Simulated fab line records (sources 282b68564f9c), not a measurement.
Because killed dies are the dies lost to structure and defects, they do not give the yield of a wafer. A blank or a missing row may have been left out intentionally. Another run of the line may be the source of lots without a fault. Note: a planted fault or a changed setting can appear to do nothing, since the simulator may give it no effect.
fab line records | flow rit-cmos
record: lots: 6 wafers: 18 last-day: 7
route steps=202 shown CONTACT@172 M1@184
lots that met no fault: from a run of the same line without faults
start-h: start of the lot's first displayed wafer, in hours after the record's first day | wait-h: hours elapsed since this lot's preceding step | " unchanged from the row above | L1.1+2: one row covering several wafers at once | - either no value or no given start | * or withheld: withheld | < > ~ a bound
route shown NAME@n: names a module that has steps shown in the file, with the first one's number in the route | usual: mean and standard deviation over wafers with no fault | same: alike in all rows | chamber/n: place in a boat | sites: the reading at each site | _std_site: standard deviation across them | _edge_site: the outer-site mean with the inner-site mean subtracted | radius-mm: for every site, how far away it sits from the centre of the wafer | mask NAME#n: copy n | behind: the last tool/chamber to shape the wafer | hold: why the lot was held/for how many hours/how that ended | device: the transistor (n, p or np) that didn't switch | end of line: tests of these same wafers at the route's end | for a step that has no rows: nothing shown but its recipe | killed: dies lost to structure and defects at the first sort, not the wafer's yield | map: a wafer's dies, x killed, . not, _ none there
set.NAME: the setting the step ran with; set.NAME@STEP: the setting that earlier step ran with | model.NAME: the simulator's own value behind a step, which no gauge read
lots at selected steps of the route; one table per step, one row per wafer
services: a tool's chamber out of use, with start hour (start-h, from the record's first day; less than 0 if before it), hours out, and reason
== steps ==
step: RIT_CONTACT_SOFTBAKE_04
recipe: resist: NOVOLAK temp-c: 90 time-s: 60
step: RIT_CONTACT_EXPOSE_05
recipe: mask-id: M11 na: 0.6 source-shape: conventional sigma-outer: 0.5 target-cd-nm: 1000 dose-mj: 250
step: RIT_CONTACT_PEB_06
recipe: resist: NOVOLAK temp-c: withheld time-s: withheld
step: RIT_CONTACT_DEVELOP_07
recipe: resist: NOVOLAK develop-time-s: 120 dev-temp-c: 23
step: RIT_CONTACT_CD_MEAS_08
recipe: target-cd-nm: 1000
usual: cd-nm: 1000.3/2
columns lot.wafer tool chamber start-h wait-h cd-nm
L272.2 cd-sem-02 - 62.89 - 1001.7
L272.3 " - " " 1000.3
L272.6 " - " " 1001.7
L282.3 cd-sem-01 - 108.44 - 999.5
L282.4 " - " " 998.9
L282.6 " - " " 999.2
L288.2 cd-sem-02 - 138.30 - 998.6
L288.4 " - " " 999.4
L288.6 " - " " 998.7
L289.1 cd-sem-01 - 143.32 - 997.5
L289.2 " - " " 1000.0
L289.3 " - " " 999.1
L290.3 cd-sem-01 - 147.88 - 998.6
L290.4 " - " " 1000.1
L290.6 " - " " 996.6
L293.2 cd-sem-02 - 163.33 - 998.4
L293.3 " - " " 999.3
L293.4 " - " " 998.2
step: RIT_CONTACT_OVL_MEAS_09
usual: CONTACT_OVL: 0.3/1.4
columns lot.wafer tool chamber start-h wait-h CONTACT_OVL[nm]
L272.2 overlay-02 - 62.99 0.1 0.5
L272.3 " - " " 2.5
L272.6 " - " " -0.1
L282.3 overlay-01 - 108.53 0.1 0.8
L282.4 " - " " 1.9
L282.6 " - " " -0.8
L288.2 overlay-02 - 138.41 0.1 0.3
L288.4 " - " " 1.6
L288.6 " - " " 1.8
L289.1 overlay-01 - 143.44 0.1 -1.0
L289.2 " - " " 0.7
L289.3 " - " " -1.4
L290.3 overlay-01 - 147.98 0.1 1.6
L290.4 " - " " 0.4
L290.6 " - " " -0.6
L293.2 overlay-02 - 163.43 0.1 -0.5
L293.3 " - " " -0.1
L293.4 " - " " 1.4
step: RIT_CONTACT_HARDBAKE_10
recipe: resist: NOVOLAK temp-c: 140 time-s: 60
step: RIT_CONTACT_ETCH_11
recipe: target-depth-a: 4800 over-etch-frac: 0.2 stop-on: TiSi2 chemistry: CHF3/CF4/Ar target: SiO2 CHF3_flow_sccm: 50 cf4-flow-sccm: 10 Ar_flow_sccm: 100 O2_flow_sccm: 5 pressure-mtorr: 100 rf-w: 200 time-s: 320
usual: drypump-motor-current-A: 5.8/0.39 oes-product-au: 0.981/0.012 throttle-valve-pct: 8.87/0.13
same: time-s: 320
columns lot.wafer tool chamber start-h wait-h drypump-motor-current-A oes-product-au rf-hours-counter-h throttle-valve-pct
L272.2 rie-diel-02 2 63.17 0.1 5.4 0.985 2 9.02
L272.3 " 0 " " 5.8 0.983 154 9.14
L272.6 " 3 " " 5.5 0.967 - 8.70
L282.3 rie-diel-01 1 108.74 0.1 5.6 0.983 40 8.82
L282.4 " 2 " " 6.0 0.981 70 8.97
L282.6 " 3 " " 6.2 0.975 - 8.63
L288.2 rie-diel-03 3 138.73 0.1 5.7 0.981 18 8.89
L288.4 " 0 " " 5.3 0.997 5 8.79
L288.6 " 1 " " 6.1 0.998 - 8.75
L289.1 rie-diel-03 3 143.63 0.1 5.7 0.989 18 8.88
L289.2 " 1 " " 6.1 0.995 3 8.72
L289.3 " 0 " " 5.2 1.007 5 8.81
L290.3 rie-diel-01 0 148.15 0.1 5.5 0.963 19 8.94
L290.4 " 1 " " 5.6 0.977 41 8.81
L290.6 " 0 " " 5.5 0.966 - 8.93
L293.2 rie-diel-02 0 163.61 0.1 5.8 0.975 0 9.15
L293.3 " 2 " " 5.4 0.988 4 9.00
L293.4 " 3 " " 5.5 0.967 7 8.69
step: RIT_CONTACT_STRIP_12
recipe: chemistry: O2 time-s: 180 resist: NOVOLAK platen-temp-c: withheld power-w: 500 pressure-mtorr: 4000 o2-flow-sccm: 4000
usual: drypump-motor-current-A: 5.8/0.34
same: time-s: 180
columns lot.wafer tool chamber start-h wait-h drypump-motor-current-A rf-hours-counter-h
L272.2 plasma-asher-04 0 63.37 0.1 5.3 37
L272.3 " 1 " " 5.7 -
L272.6 " 1 " " 5.7 -
L282.3 plasma-asher-02 0 108.99 0.2 6.3 -
L282.4 " 1 " " 5.7 -
L282.6 " 1 " " 5.7 -
L288.2 plasma-asher-02 1 138.92 0.1 5.7 51
L288.4 " 1 " " 5.7 -
L288.6 " 0 " " 6.3 -
L289.1 plasma-asher-01 0 143.82 0.1 6.2 36
L289.2 " 1 " " 5.6 36
L289.3 " 0 " " 6.2 -
L290.3 plasma-asher-04 1 148.40 0.2 5.7 -
L290.4 " 0 " " 5.3 -
L290.6 " 1 " " 5.7 -
L293.2 plasma-asher-02 1 163.81 0.1 5.7 54
L293.3 " 1 " " 5.7 -
L293.4 " 0 " " 6.3 -
step: RIT_CONTACT_CD_MEAS_90
recipe: target-cd-nm: 1000
usual: cd-nm: 1000.3/2
columns lot.wafer tool chamber start-h wait-h cd-nm
L272.2 cd-sem-01 - 63.56 0.1 1001.4
L272.3 " - " " 1000.6
L272.6 " - " " 1001.4
L282.3 cd-sem-02 - 109.14 0.1 998.5
L282.4 " - " " 999.1
L282.6 " - " " 998.9
L288.2 cd-sem-02 - 139.12 0.1 998.1
L288.4 " - " " 999.1
L288.6 " - " " 998.7
L289.1 cd-sem-02 - 144.00 0.1 997.3
L289.2 " - " " 1000.1
L289.3 " - " " 998.9
L290.3 cd-sem-02 - 148.56 0.1 998.7
L290.4 " - " " 999.8
L290.6 " - " " 997.5
L293.2 cd-sem-02 - 164.00 0.1 998.6
L293.3 " - " " 999.8
L293.4 " - " " 998.6
step: RIT_CONTACT_CLEAN_13
recipe: chemistry: SC1 mix: 3:3:50 time-s: 600 temp-c: 75
step: RIT_CONTACT_CLEAN_14
recipe: chemistry: SC2 mix: 3:3:50 time-s: 600 temp-c: 75 dry: n2-spin
step: RIT_M1_SPUTTER_00
recipe: material: Al target-thk-nm: 400 power-w: 2000 chamber-pressure-pa: 0.4 gas: Ar time-s: 500 substrate-temp-c: 25
usual: throttle-valve-pct: 29.9/0.75
same: time-s: 500
columns lot.wafer tool chamber start-h wait-h throttle-valve-pct
L272.2 pvd-sputter-04 - 64.20 0.0 30.0
L272.3 " - " " 30.2
L272.6 " - " " 29.4
L282.3 pvd-sputter-04 - 109.57 0.0 30.4
L282.4 " - " " 30.1
L282.6 " - " " 30.0
L288.2 pvd-sputter-04 - 139.58 0.0 30.1
L288.4 " - " " 29.2
L288.6 " - " " 30.3
L289.1 pvd-sputter-01 - 144.48 0.0 30.3
L289.2 " - " " 31.0
L289.3 " - " " 27.6
L290.3 pvd-sputter-04 - 149.02 0.0 30.2
L290.4 " - " " 29.4
L290.6 " - " " 30.2
L293.2 pvd-sputter-01 - 164.45 0.0 30.3
L293.3 " - " " 30.1
L293.4 " - " " 31.1
step: RIT_M1_RS_MEAS_01
recipe: thk-meas-gauge: four-point-probe reads: Al_of_M1_SPUTTER_00
usual: M1_AL_RS: 0.0734/0.00075
columns lot.wafer tool chamber start-h wait-h M1_AL_RS[ohm/sq]
L272.2 film-metro-01 - 64.52 0.2 0.0729
L272.3 " - " " 0.0730
L272.6 " - " " 0.0737
L282.3 film-metro-01 - 109.91 0.2 0.0720
L282.4 " - " " 0.0720
L282.6 " - " " 0.0722
L288.2 film-metro-02 - 139.90 0.2 0.0723
L288.4 " - " " 0.0737
L288.6 " - " " 0.0726
L289.1 film-metro-02 - 144.78 0.1 0.0745
L289.2 " - " " 0.0752
L289.3 " - " " 0.0747
L290.3 film-metro-02 - 149.36 0.2 0.0734
L290.4 " - " " 0.0746
L290.6 " - " " 0.0730
L293.2 film-metro-01 - 164.82 0.2 0.0745
L293.3 " - " " 0.0742
L293.4 " - " " 0.0745
step: RIT_M1_THK_MEAS_02
recipe: thk-meas-gauge: xrf reads: Al_of_M1_SPUTTER_00
usual: M1_AL_THK: 405/5
columns lot.wafer tool chamber start-h wait-h M1_AL_THK[nm]
L272.2 film-metro-01 - 64.63 0.1 412
L272.3 " - " " 410
L272.6 " - " " 404
L282.3 film-metro-01 - 110.01 0.1 413
L282.4 " - " " 412
L282.6 " - " " 412
L288.2 film-metro-02 - 140.01 0.1 411
L288.4 " - " " 402
L288.6 " - " " 408
L289.1 film-metro-02 - 144.90 0.1 397
L289.2 " - " " 392
L289.3 " - " " 394
L290.3 film-metro-02 - 149.46 0.1 401
L290.4 " - " " 394
L290.6 " - " " 403
L293.2 film-metro-01 - 164.93 0.1 399
L293.3 " - " " 403
L293.4 " - " " 401
step: RIT_M1_HMDS_03
recipe: prime-time-s: 60 prime-temp-c: 140
step: RIT_M1_COAT_04
recipe: resist: NOVOLAK spin-rpm: 2000 resist-thk-nm: 1300
step: RIT_M1_SOFTBAKE_05
recipe: resist: NOVOLAK temp-c: 90 time-s: 60
step: RIT_M1_EXPOSE_06
recipe: mask-id: M12 na: 0.6 source-shape: conventional sigma-outer: 0.5 target-cd-nm: 2600 dose-mj: 250
step: RIT_M1_PEB_07
recipe: resist: NOVOLAK temp-c: withheld time-s: withheld
step: RIT_M1_DEVELOP_08
recipe: resist: NOVOLAK develop-time-s: 68 dev-temp-c: 23
step: RIT_M1_CD_MEAS_09
recipe: target-cd-nm: 2600
usual: cd-nm: 2600.0/1.9
columns lot.wafer tool chamber start-h wait-h cd-nm
L272.2 cd-sem-02 - 65.58 - 2599.1
L272.3 " - " " 2600.0
L272.6 " - " " 2602.5
L282.3 cd-sem-01 - 111.09 - 2602.5
L282.4 " - " " 2601.2
L282.6 " - " " 2601.7
L288.2 cd-sem-01 - 140.96 - 2600.3
L288.4 " - " " 2599.8
L288.6 " - " " 2600.3
L289.1 cd-sem-01 - 145.96 - 2599.4
L289.2 " - " " 2600.5
L289.3 " - " " 2601.1
L290.3 cd-sem-01 - 150.42 - 2603.5
L290.4 " - " " 2602.1
L290.6 " - " " 2603.4
L293.2 cd-sem-01 - 166.44 - 2599.1
L293.3 " - " " 2600.2
L293.4 " - " " 2601.7
step: RIT_M1_OVL_MEAS_10
usual: M1_OVL: -0.1/1.2
columns lot.wafer tool chamber start-h wait-h M1_OVL[nm]
L272.2 overlay-02 - 65.68 0.1 0.5
L272.3 " - " " 1.4
L272.6 " - " " -0.3
L282.3 overlay-02 - 111.19 0.1 -1.7
L282.4 " - " " 0.5
L282.6 " - " " 1.5
L288.2 overlay-02 - 141.06 0.1 -1.1
L288.4 " - " " -0.5
L288.6 " - " " -0.7
L289.1 overlay-01 - 146.08 0.1 0.0
L289.2 " - " " 2.7
L289.3 " - " " 0.1
L290.3 overlay-01 - 150.51 0.1 -1.0
L290.4 " - " " -2.8
L290.6 " - " " -1.7
L293.2 overlay-02 - 166.54 0.1 0.6
L293.3 " - " " 0.7
L293.4 " - " " 0.7
step: RIT_M1_HARDBAKE_11
recipe: resist: NOVOLAK temp-c: 140 time-s: 120
step: RIT_M1_METAL_ETCH_12
recipe: stop-on: SiO2 chemistry: Cl2/BCl3 target: Al time-s: 165 over-etch-frac: 0.5 pressure-mtorr: 100 target-depth-a: 6000 rf-w: 250 Cl2_flow_sccm: 60 bcl3-flow-sccm: 50
usual: drypump-motor-current-A: 5.3/0.47 oes-product-au: 0.778/0.014 throttle-valve-pct: 8.29/0.035
same: time-s: 165
columns lot.wafer tool chamber start-h wait-h drypump-motor-current-A oes-product-au rf-hours-counter-h throttle-valve-pct
L272.2 rie-metal-02 0 65.96 0.2 5.9 0.788 1 8.23
L272.3 " 1 " " 4.9 0.802 - 8.26
L272.6 " 1 " " 4.9 0.791 - 8.28
L282.3 rie-metal-04 0 111.51 0.2 5.9 0.794 - 8.31
L282.4 " 1 " " 5.4 0.773 - 8.32
L282.6 " 0 " " 5.9 0.795 - 8.31
L288.2 rie-metal-03 0 141.34 0.2 4.7 0.759 4 8.26
L288.4 " 1 " " 5.0 0.788 - 8.32
L288.6 " 1 " " 5.0 0.787 - 8.32
L289.1 rie-metal-02 0 146.37 0.2 5.9 0.770 2 8.23
L289.2 " 1 " " 4.8 0.781 2 8.27
L289.3 " 1 " " 4.8 0.774 - 8.28
L290.3 rie-metal-03 1 150.84 0.2 5.0 0.788 - 8.32
L290.4 " 0 " " 4.7 0.751 - 8.26
L290.6 " 0 " " 4.7 0.751 - 8.27
L293.2 rie-metal-03 0 166.86 0.2 4.7 0.743 5 8.27
L293.3 " 0 " " 4.7 0.751 - 8.28
L293.4 " 1 " " 5.0 0.781 - 8.32
step: RIT_M1_STRIP_13
recipe: chemistry: nmp resist: NOVOLAK temp-c: 80 time-s: 600 dry: n2-spin
step: RIT_M1_STRIP_14
recipe: chemistry: O2 time-s: 180 platen-temp-c: withheld power-w: 500 pressure-mtorr: 4000 o2-flow-sccm: 4000
usual: drypump-motor-current-A: 5.7/0.31
same: time-s: 180
columns lot.wafer tool chamber start-h wait-h drypump-motor-current-A rf-hours-counter-h
L272.2 plasma-asher-03 1 66.30 0.0 5.3 44
L272.3 " 1 " " 5.3 -
L272.6 " 1 " " 5.3 -
L282.3 plasma-asher-03 0 111.86 0.1 5.8 -
L282.4 " 1 " " 5.3 -
L282.6 " 0 " " 5.8 -
L288.2 plasma-asher-04 1 141.68 0.0 5.7 2
L288.4 " 1 " " 5.7 -
L288.6 " 1 " " 5.7 -
L289.1 plasma-asher-02 0 146.72 0.0 6.3 52
L289.2 " 1 " " 5.7 52
L289.3 " 0 " " 6.3 -
L290.3 plasma-asher-02 1 151.19 0.1 5.7 -
L290.4 " 0 " " 6.3 -
L290.6 " 0 " " 6.3 -
L293.2 plasma-asher-03 0 167.28 0.1 5.8 54
L293.3 " 1 " " 5.3 -
L293.4 " 0 " " 5.8 -
step: RIT_M1_CD_MEAS_90
recipe: target-cd-nm: 2600
usual: cd-nm: 2599.9/2.4
columns lot.wafer tool chamber start-h wait-h cd-nm
L272.2 cd-sem-01 - 66.49 0.1 2598.8
L272.3 " - " " 2599.5
L272.6 " - " " 2600.6
L282.3 cd-sem-02 - 112.01 0.1 2603.7
L282.4 " - " " 2603.2
L282.6 " - " " 2604.2
L288.2 cd-sem-01 - 141.88 0.1 2600.1
L288.4 " - " " 2599.2
L288.6 " - " " 2599.4
L289.1 cd-sem-02 - 146.90 0.1 2599.3
L289.2 " - " " 2598.8
L289.3 " - " " 2598.0
L290.3 cd-sem-02 - 151.35 0.1 2603.6
L290.4 " - " " 2605.9
L290.6 " - " " 2605.0
L293.2 cd-sem-01 - 167.47 0.1 2598.9
L293.3 " - " " 2601.3
L293.4 " - " " 2600.1
step: RIT_M1_ANNEAL_15
recipe: temp-c: 450 time-s: 1800 ambient: forming_gas_H2N2
step: RIT_M1_BOW_MEAS_16
recipe: mode: bow
usual: M1_BOW: 16/6.5
columns lot.wafer tool chamber start-h wait-h M1_BOW[um]
L272.2 film-metro-01 - 68.11 0.0 18
L272.3 " - " " 20
L272.6 " - " " 13
L282.3 film-metro-01 - 113.63 0.0 7
L282.4 " - " " 18
L282.6 " - " " 13
L288.2 film-metro-02 - 143.50 0.0 16
L288.4 " - " " 9
L288.6 " - " " 17
L289.1 film-metro-02 - 148.52 0.0 21
L289.2 " - " " 9
L289.3 " - " " 13
L290.3 film-metro-01 - 152.97 0.0 13
L290.4 " - " " 8
L290.6 " - " " 18
L293.2 film-metro-01 - 169.09 0.0 16
L293.3 " - " " 20
L293.4 " - " " 8
step: RIT_M1_PROBE_99
usual: defect-limited-yield: 97.4/1.2 killed_at_M0_to_M3: 0.0/0.14 killed-at-front-end: 7/3.1 killed-dies: 7/3.1 killed-open: 3.3/2 killed-short: 3.5/1.9 sort_bin_3_pad_short: 0.1/0.24 sort_bin_5_function: 1.5/0.84 sort_bin_6_memory: 0.9/0.62 sort-n-pass: 257/3.1 sort-yield-pct: 97.4/1.2
same: gross-dies: 264 killed_at_M4_up: 0 killed-at-back-side: 0 killed-at-contacts: 0 killed-at-other: 0
columns lot.wafer tool chamber start-h wait-h defect-limited-yield[%] killed_at_M0_to_M3 killed-at-front-end killed-dies killed-open killed-short sort_bin_3_pad_short[%] sort_bin_5_function[%] sort_bin_6_memory[%] sort-n-pass sort-yield-pct[%] model.etest.tester.sort-n-pass model.etest.tester.sort-yield-pct model.etest.tester.sort_bin_5_pct model.etest.tester.sort_bin_3_pct model.etest.tester.sort_bin_6_pct
L272.2 prober-02 - 68.26 0.1 96.6 0 9 9 5 4 0 1.9 1.5 255 96.6 255 96.59 1.894 0 1.515
L272.3 prober-02 - 68.31 0.2 96.6 0 9 9 4 5 0 1.1 2.3 255 96.6 255 96.59 1.136 0 2.273
L272.6 prober-02 - 68.46 0.2 97.0 0 8 8 2 6 0 2.3 0.8 256 97.0 256 96.97 2.273 0 0.7576
L282.3 prober-02 - 113.81 0.2 97.7 0 6 6 2 4 0 1.1 1.1 258 97.7 258 97.73 1.136 0 1.136
L282.4 prober-02 - 113.86 0.2 98.1 0 5 5 2 3 0 1.9 0 259 98.1 259 98.11 1.894 0 0
L282.6 prober-02 - 113.96 0.2 98.9 0 3 3 1 2 0 0.8 0.4 261 98.9 261 98.86 0.7576 0 0.3788
L288.2 prober-02 - 143.65 0.1 95.8 0 11 11 3 7 0.4 3.0 0.8 253 95.8 253 95.83 3.03 0.3788 0.7576
L288.4 prober-02 - 143.75 0.2 84.8 35 5 40 4 1 3.4 9.5 2.3 224 84.8 224 84.85 9.47 3.409 2.273
L288.6 prober-02 - 143.85 0.2 95.5 0 12 12 6 5 0.8 2.7 1.1 252 95.5 252 95.45 2.652 0.7576 1.136
L289.1 prober-01 - 148.64 0.1 98.1 0 5 5 3 2 0 1.1 0.8 259 98.1 259 98.11 1.136 0 0.7576
L289.2 prober-01 - 148.69 0.1 97.7 0 6 6 3 3 0 1.9 0.4 258 97.7 258 97.73 1.894 0 0.3788
L289.3 prober-01 - 148.74 0.2 97.7 0 6 6 2 4 0.8 0.8 0.8 258 97.7 258 97.73 0.7576 0.7576 0.7576
L290.3 prober-02 - 153.15 0.2 96.2 0 10 10 5 5 0 1.5 2.3 254 96.2 254 96.21 1.515 0 2.273
L290.4 prober-02 - 153.20 0.2 84.5 38 3 41 2 1 2.3 10.2 3.0 223 84.5 223 84.47 10.23 2.273 3.03
L290.6 prober-02 - 153.30 0.2 99.2 0 2 2 1 1 0 0.4 0.4 262 99.2 262 99.24 0.3788 0 0.3788
L293.2 prober-01 - 169.24 0.1 96.6 0 9 9 7 2 0 2.7 0.8 255 96.6 255 96.59 2.652 0 0.7576
L293.3 prober-01 - 169.29 0.2 97.0 0 8 8 3 5 0 1.5 1.5 256 97.0 256 96.97 1.515 0 1.515
L293.4 prober-01 - 169.34 0.2 98.5 0 4 4 1 3 0 1.1 0.4 260 98.5 260 98.48 1.136 0 0.3788
killed by level:class
L272.2 FOX1:geometric-particle:short=2 GATE:geometric-particle:open=2 SPACER:geometric-particle:open=2 REOX:geometric-particle:open=1 REOX:geometric-particle:short=1 SPACER:geometric-particle:short=1
L272.3 GATE:geometric-particle:short=3 FOX2:geometric-particle:open=2 SPACER:geometric-particle:short=2 REOX:geometric-particle:open=1 SPACER:geometric-particle:open=1
L272.6 SPACER:geometric-particle:short=3 FOX1:geometric-particle:short=2 FOX1:geometric-particle:open=1 GATE:geometric-particle:short=1 SPACER:geometric-particle:open=1
L282.3 GATE:geometric-particle:short=3 FOX1:geometric-particle:short=1 FOX2:geometric-particle:open=1 GATE:geometric-particle:open=1
L282.4 GATE:geometric-particle:short=3 GATE:geometric-particle:open=2
L282.6 FOX1:geometric-particle:short=1 FOX2:geometric-particle:short=1 GATE:geometric-particle:open=1
L288.2 GATE:geometric-particle:short=5 SPACER:geometric-particle:open=3 REOX:geometric-particle:short=1 SPACER:geometric-particle:short=1 PLDD:coat-microbubble-printed=1
L288.4 M1:unspecified=35 REOX:geometric-particle:open=3 SPACER:geometric-particle:short=1 SPACER:geometric-particle:open=1
L288.6 GATE:geometric-particle:short=2 SPACER:geometric-particle:short=2 SILICIDE:geometric-particle:open=2 FOX1:geometric-particle:open=1 FOX1:geometric-particle:short=1 GATE:geometric-particle:open=1 REOX:geometric-particle:open=1 SPACER:geometric-particle:open=1
L289.1 FOX1:geometric-particle:short=1 GATE:geometric-particle:open=1 REOX:geometric-particle:open=1 SPACER:geometric-particle:open=1 SILICIDE:geometric-particle:short=1
L289.2 FOX1:geometric-particle:short=1 FOX1:geometric-particle:open=1 GATE:geometric-particle:short=1 GATE:geometric-particle:open=1 SPACER:geometric-particle:open=1 SILICIDE:geometric-particle:short=1
L289.3 GATE:geometric-particle:short=2 FOX1:geometric-particle:open=1 FOX2:geometric-particle:short=1 GATE:geometric-particle:open=1 SPACER:geometric-particle:short=1
L290.3 GATE:geometric-particle:open=5 FOX2:geometric-particle:short=2 GATE:geometric-particle:short=1 REOX:geometric-particle:short=1 SPACER:geometric-particle:short=1
L290.4 M1:unspecified=38 FOX2:geometric-particle:short=1 GATE:geometric-particle:open=1 SILICIDE:geometric-particle:open=1
L290.6 GATE:geometric-particle:short=1 SILICIDE:geometric-particle:open=1
L293.2 FOX1:geometric-particle:open=2 REOX:geometric-particle:open=2 FOX2:geometric-particle:open=1 GATE:geometric-particle:open=1 SPACER:geometric-particle:short=1 SILICIDE:geometric-particle:short=1 SILICIDE:geometric-particle:open=1
L293.3 SILICIDE:geometric-particle:short=2 FOX1:geometric-particle:open=1 FOX2:geometric-particle:short=1 GATE:geometric-particle:short=1 GATE:geometric-particle:open=1 SPACER:geometric-particle:open=1 SPACER:geometric-particle:short=1
L293.4 FOX2:geometric-particle:open=1 GATE:geometric-particle:short=1 REOX:geometric-particle:short=1 SPACER:geometric-particle:short=1
map L288.4 (x killed, . not)
________......x_______
_____...........x.____
____x..............___
___x.x..............__
__...xx.x............_
__...xxxxx..........._
_..xxxxxxxx...........
_..xxxxxxxx...........
_...xxxxxx............
_....xxxxx............
__..................._
__..................._
___.................__
____...............___
_____.............____
________......._______
map L290.4 (x killed, . not)
________......._______
_____.............____
____...............___
___.................__
__...x....x.........._
__.xxxxxxxx.........._
_..xxxxxxxx...........
_..xxxxxxxx...x.......
_.x..xxxxxxx..........
_....x.xx.............
__....x.............._
__...x...x..........._
___.................__
____...............___
_____.............____
________......._______
== services ==
columns tool chamber start-h hours kind
plasma-asher-01 - 39.76 1.2 repair
rie-diel-01 0 56.66 6.4 repair
plasma-asher-04 - 62.61 0.7 repair
rie-diel-01 1 72.72 9.4 repair
rie-diel-01 3 79.12 24.8 repair
rie-metal-03 - 87.51 2.8 pm
plasma-asher-04 - 91.79 1.4 repair
plasma-asher-04 - 99.32 2.8 repair
plasma-asher-04 - 108.75 9.0 pm
plasma-asher-04 0 108.75 9.0 vent-cycle
plasma-asher-04 1 108.75 9.0 vent-cycle
rie-diel-01 3 109.01 5.2 repair
rie-diel-01 0 109.79 5.3 repair
plasma-asher-04 0 117.75 - clean
plasma-asher-04 1 117.75 - clean
rie-diel-02 0 124.13 - clean
rie-diel-02 0 124.13 19.0 scheduled-down
rie-diel-02 0 124.13 19.0 vent-cycle
rie-diel-02 - 130.37 2.8 pm
rie-diel-01 1 131.37 7.8 repair
rie-metal-04 - 136.12 20.0 pm
plasma-asher-03 - 141.43 21.0 repair
rie-diel-02 - 159.14 0.9 repair
rie-diel-03 0 160.22 8.5 repair
== key ==
first-sign: step: RIT_M1_PROBE_99 reading: killed_at_M0_to_M3 direction: up sigmas: 36 usual: 0.0 struck: 36.5
effect: step: RIT_M1_PROBE_99 reading: defect-limited-yield direction: down sigmas: 11 usual: 97.4 struck: 84.7
model-effect: step: RIT_M1_PROBE_99 value: etest.tester.sort-n-pass without: 260 struck: 223.5
met-at RIT_M1_SPUTTER_00
struck-wafers L288.4,L290.4
onset-between 64.20 139.58
fault: kind: chamber-particle-source tool: pvd-sputter-04 chamber: - onset-h: 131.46 steps: RIT_M1_SPUTTER_00 rate-per-visit-cm2: 1.1456 end-h: 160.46 scope: struck-wafers-only
